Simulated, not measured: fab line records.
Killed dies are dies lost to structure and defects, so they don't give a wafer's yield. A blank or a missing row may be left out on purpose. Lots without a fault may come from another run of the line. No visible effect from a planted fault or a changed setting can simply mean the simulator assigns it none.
What tool caused it?    flow berkeley_cmos170    at 1 step of a route of 331, 7 lots with 21 wafers sampled

## WHAT THE GAUGES READ, wafer by wafer
UCB170_PLDD_CD_MEAS_06: the cd target is 1200 nm.
lot   measured      on         cd_nm (nm)
L555  day 6 16:32   cd_sem-02  1198.7 1199.3 1197.8
L557  day 7 05:05   cd_sem-02  1199.0 1197.7 1198.6
L559  day 7 20:17   cd_sem-02  1196.8 1195.5 1197.6
L569  day 9 13:23   cd_sem-02  1201.0 1199.8 1199.0
L571  day 9 18:32   cd_sem-02  1198.6 1199.7 1200.0
L575  day 10 12:36  cd_sem-02  1200.6 1200.9 1201.1
L574  day 10 13:23  cd_sem-02  1196.0 1197.7 1197.4

## EACH LOT AND THE TOOL THAT RAN IT (in order: tool; ch and the chambers of the sampled wafers; start)
There is no process step in the record ahead of these readings.

## THE ANSWER, worked out from the rows above alone
Rule: the lots themselves supply what counts as usual. Put in order of their means at a reading, lots are off if they are a third of the lots or fewer, leave a main group of 4 or more, and stand apart from it by a gap of 3 or more times the standard deviation of the main group's means; of several such gaps the widest counts. The tables above print the reading to a certain number of digits; a main group whose means all agree to those digits is not used. A lot without any number at a reading at which 4 lots or more have one is off too. Any other lot the step has rows for is counted as sound.
No lot is off at any reading shown: from this, nothing can be told.

## WHAT WAS PUT IN BY THE SIMULATOR
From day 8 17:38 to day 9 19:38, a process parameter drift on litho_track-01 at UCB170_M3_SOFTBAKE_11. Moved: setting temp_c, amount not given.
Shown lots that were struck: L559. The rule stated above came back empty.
